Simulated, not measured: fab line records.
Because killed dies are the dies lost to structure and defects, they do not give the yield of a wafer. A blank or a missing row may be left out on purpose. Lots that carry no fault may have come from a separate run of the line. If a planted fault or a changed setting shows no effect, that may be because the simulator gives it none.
The tool behind it: which one? || flow rit-cmos || 14 lots, 42 wafers sampled, at 2 steps of a route of 202

== WHAT THE GAUGES SHOWED, per wafer ==
The record lacks any reading of a measuring or inspecting step that a usual standard deviation could be used to judge.

== EACH LOT AND THE TOOL THAT RAN IT (in order: tool; ch and the chambers of the sampled wafers; start) ==
{"lot": "L383", "RIT_GATE_CLEAN_01": "wet-bench-04 ch 0, day 2 09:05", "RIT_M1_PROBE_99": "-"}
{"lot": "L385", "RIT_GATE_CLEAN_01": "wet-bench-03 ch 2, day 2 17:15", "RIT_M1_PROBE_99": "-"}
{"lot": "L386", "RIT_GATE_CLEAN_01": "wet-bench-04 ch 1, day 2 22:20", "RIT_M1_PROBE_99": "-"}
{"lot": "L387", "RIT_GATE_CLEAN_01": "wet-bench-01 ch 0, day 3 04:25", "RIT_M1_PROBE_99": "prober-01, day 4 06:43"}
{"lot": "L394", "RIT_GATE_CLEAN_01": "wet-bench-04 ch 1, day 4 15:02", "RIT_M1_PROBE_99": "prober-02, day 5 17:29"}
{"lot": "L395", "RIT_GATE_CLEAN_01": "wet-bench-04 ch 2, day 4 20:37", "RIT_M1_PROBE_99": "prober-01, day 6 00:14"}
{"lot": "L396", "RIT_GATE_CLEAN_01": "wet-bench-04 ch 3, day 5 02:29", "RIT_M1_PROBE_99": "-"}
{"lot": "L397", "RIT_GATE_CLEAN_01": "wet-bench-01 ch 2, day 5 09:18", "RIT_M1_PROBE_99": "prober-01, day 6 13:44"}
{"lot": "L398", "RIT_GATE_CLEAN_01": "wet-bench-04 ch 3, day 5 10:15", "RIT_M1_PROBE_99": "-"}
{"lot": "L400", "RIT_GATE_CLEAN_01": "wet-bench-04 ch 0, day 5 21:28", "RIT_M1_PROBE_99": "-"}
{"lot": "L402", "RIT_GATE_CLEAN_01": "wet-bench-03 ch 1, day 6 06:40", "RIT_M1_PROBE_99": "-"}
{"lot": "L404", "RIT_GATE_CLEAN_01": "wet-bench-04 ch 2, day 6 16:18", "RIT_M1_PROBE_99": "-"}
{"lot": "L405", "RIT_GATE_CLEAN_01": "wet-bench-01 ch 1, day 6 22:31", "RIT_M1_PROBE_99": "-"}
{"lot": "L406", "RIT_GATE_CLEAN_01": "wet-bench-03 ch 2, day 7 02:28", "RIT_M1_PROBE_99": "-"}
- RIT_GATE_CLEAN_01: cleans in SC1, time 600 s.
- RIT_M1_PROBE_99

== AS READ BY THE TOOLS THEMSELVES (means over the sampled wafers that have a number; for cases with no such wafer, the mark the record gives instead) ==
RIT_GATE_CLEAN_01. Usual: bath-guard-temp-C 74.9 C, standard deviation 0.45; bath-heat-duty-pct 16.2 %, standard deviation 2.
{"lot": "L383", "tool": "wet-bench-04", "bath-guard-temp-C (C)": 74.7, "bath-heat-duty-pct (%)": 17.1, "flag": ""}
{"lot": "L385", "tool": "wet-bench-03", "bath-guard-temp-C (C)": 75.1, "bath-heat-duty-pct (%)": 13.9, "flag": ""}
{"lot": "L386", "tool": "wet-bench-04", "bath-guard-temp-C (C)": 74.6, "bath-heat-duty-pct (%)": 15.1, "flag": ""}
{"lot": "L387", "tool": "wet-bench-01", "bath-guard-temp-C (C)": 75.7, "bath-heat-duty-pct (%)": 16.5, "flag": ""}
{"lot": "L394", "tool": "wet-bench-04", "bath-guard-temp-C (C)": 74.6, "bath-heat-duty-pct (%)": 15.8, "flag": ""}
{"lot": "L395", "tool": "wet-bench-04", "bath-guard-temp-C (C)": "-", "bath-heat-duty-pct (%)": "-", "flag": "OFF"}
{"lot": "L396", "tool": "wet-bench-04", "bath-guard-temp-C (C)": "-", "bath-heat-duty-pct (%)": "-", "flag": "OFF"}
{"lot": "L397", "tool": "wet-bench-01", "bath-guard-temp-C (C)": 74.5, "bath-heat-duty-pct (%)": 17.9, "flag": ""}
{"lot": "L398", "tool": "wet-bench-04", "bath-guard-temp-C (C)": 74.9, "bath-heat-duty-pct (%)": 13.5, "flag": ""}
{"lot": "L400", "tool": "wet-bench-04", "bath-guard-temp-C (C)": 74.7, "bath-heat-duty-pct (%)": 16.9, "flag": ""}
{"lot": "L402", "tool": "wet-bench-03", "bath-guard-temp-C (C)": 75.5, "bath-heat-duty-pct (%)": 17.0, "flag": ""}
{"lot": "L404", "tool": "wet-bench-04", "bath-guard-temp-C (C)": 74.2, "bath-heat-duty-pct (%)": 15.8, "flag": ""}
{"lot": "L405", "tool": "wet-bench-01", "bath-guard-temp-C (C)": 74.4, "bath-heat-duty-pct (%)": 15.6, "flag": ""}
{"lot": "L406", "tool": "wet-bench-03", "bath-guard-temp-C (C)": 75.0, "bath-heat-duty-pct (%)": 14.2, "flag": ""}

RIT_M1_PROBE_99. Usual: killed-at-contacts 0.1, standard deviation 0.24; killed-at-front-end 6.8, standard deviation 2.8; killed-dies 6.9, standard deviation 2.8; killed-open 3.3, standard deviation 1.9; killed-short 3.5, standard deviation 1.8.
{"lot": "L387", "tool": "prober-01", "killed-at-contacts": 0.0, "killed-at-front-end": 7.0, "killed-dies": 7.0, "killed-open": 4.3, "killed-short": 2.7, "flag": ""}
{"lot": "L394", "tool": "prober-02", "killed-at-contacts": 0.3, "killed-at-front-end": 3.7, "killed-dies": 4.0, "killed-open": 2.0, "killed-short": 2.0, "flag": ""}
{"lot": "L395", "tool": "prober-01", "killed-at-contacts": 0.0, "killed-at-front-end": 6.0, "killed-dies": 6.0, "killed-open": 3.3, "killed-short": 2.7, "flag": ""}
{"lot": "L397", "tool": "prober-01", "killed-at-contacts": 0.0, "killed-at-front-end": 5.7, "killed-dies": 5.7, "killed-open": 2.0, "killed-short": 3.7, "flag": ""}

== THE ANSWER, worked out from the rows above alone ==
Rule: a lot counts as off when the mean over its wafers that have a number is more than 3 standard deviations away from the usual mean. A lot without any number at a reading at which 4 lots or more have one is off too. All remaining lots with rows at the step are treated as sound. The gauges are gone through in route order, then the tools' own readings, and for those a lot's mean is taken as printed above. The first step at which some lot is off is used, and at that step the reading that is off furthest; a lot without a number counts as furthest.
Off, at RIT_GATE_CLEAN_01 on bath-guard-temp-C: L395, L396. Without a number there: L395, L396.
If a tool, at that step or one of the process steps before it, ran each lot that is off and ran no sound lot following the first of them, it fits. No candidate that was tried fits.

== WHAT HAD BEEN PUT IN BY THE SIMULATOR ==
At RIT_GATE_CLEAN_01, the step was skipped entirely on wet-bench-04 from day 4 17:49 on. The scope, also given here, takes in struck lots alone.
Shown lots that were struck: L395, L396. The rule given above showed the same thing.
